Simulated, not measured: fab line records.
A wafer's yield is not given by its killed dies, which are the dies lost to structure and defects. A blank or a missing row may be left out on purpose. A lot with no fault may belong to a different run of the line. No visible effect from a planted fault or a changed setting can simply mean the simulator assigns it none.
Which tool did it?    flow ritCmos    14 lots, 42 wafers sampled, at 2 steps of a route of 202

## WHAT THE GAUGES READ, wafer by wafer
The record holds no reading of a measuring or inspecting step that can be judged against a usual standard deviation.

## TOOL THAT RAN EACH LOT (tool first, then ch and the chambers of the sampled wafers, then the start)
lot   RIT_PWELL_SOFTBAKE_02            RIT_M1_PROBE_99
L977  lithoTrack-04 ch 0, day 1 21:43  -
L978  lithoTrack-04 ch 0, day 2 04:23  -
L980  lithoTrack-03 ch 0, day 2 14:49  -
L981  lithoTrack-03 ch 0, day 2 17:28  -
L982  lithoTrack-03 ch 0, day 2 23:18  -
L983  lithoTrack-01 ch 0, day 3 04:34  -
L986  lithoTrack-03 ch 0, day 3 19:04  prober-02, day 5 08:37
L987  lithoTrack-04 ch 0, day 3 23:21  -
L992  lithoTrack-04 ch 0, day 5 00:16  prober-02, day 6 11:44
L995  lithoTrack-04 ch 0, day 5 15:34  -
L996  lithoTrack-01 ch 0, day 5 21:19  -
L997  lithoTrack-04 ch 0, day 6 02:19  -
L998  lithoTrack-01 ch 0, day 6 06:57  -
L100  lithoTrack-03 ch 0, day 6 17:49  -
- RIT_PWELL_SOFTBAKE_02: time 60 s.
- RIT_M1_PROBE_99

## AS READ BY THE TOOLS THEMSELVES (means over the sampled wafers that have a number; for cases with no such wafer, the mark the record gives instead)
RIT_PWELL_SOFTBAKE_02.
lot   tool           heaterPowerTotalW (W)  plateTempC (C)
L977  lithoTrack-04  34.58                  89.99
L978  lithoTrack-04  34.59                  89.99
L980  lithoTrack-03  34.58                  90.01
L981  lithoTrack-03  34.54                  90.01
L982  lithoTrack-03  33.74                  88.50
L983  lithoTrack-01  34.58                  89.90
L986  lithoTrack-03  33.72                  88.52
L987  lithoTrack-04  34.57                  89.95
L992  lithoTrack-04  34.59                  90.05
L995  lithoTrack-04  34.57                  90.07
L996  lithoTrack-01  34.56                  90.07
L997  lithoTrack-04  34.53                  90.03
L998  lithoTrack-01  34.52                  90.10
L100  lithoTrack-03  34.54                  90.12

RIT_M1_PROBE_99.
lot   tool       killed_at_M0_to_M3  killedAtContacts  killedAtFrontEnd  killedDies  killedOpen  killedShort
L986  prober-02  0.0                 0.0               9                 9           4.0         4.7
L992  prober-02  0.0                 0.7               5                 5           2.7         2.7

## THE ANSWER, worked out from the rows above alone
Rule: the usual values come from the lots themselves. The widest of any qualifying gaps counts: lots, ordered by their means at a reading, are off when they make up no more than a third of the lots, leave a main group of 4 or more, and stand apart from it by 3 or more times the standard deviation of that group's means. If all means in a main group match to the digits the tables above print for the reading, that group is not used. Also off: a lot with no number at a reading for which 4 or more lots have one. All remaining lots with rows at the step are treated as sound. Order of review: gauges by route order, followed by the tools' own readings, for which a lot's mean as printed above is used. At the first step where some lot is off, the reading lying furthest off is the one used; lots without a number count as furthest.
Off: L982, L986 (RIT_PWELL_SOFTBAKE_02, heaterPowerTotalW). For the main group the mean is 34.56 W and the standard deviation 0.023.
A tool fits if, at that step or a process step before it, it ran every lot that is off, and no sound lot after the first of them. None of those tried fits.

## WHAT HAD BEEN PUT IN BY THE SIMULATOR
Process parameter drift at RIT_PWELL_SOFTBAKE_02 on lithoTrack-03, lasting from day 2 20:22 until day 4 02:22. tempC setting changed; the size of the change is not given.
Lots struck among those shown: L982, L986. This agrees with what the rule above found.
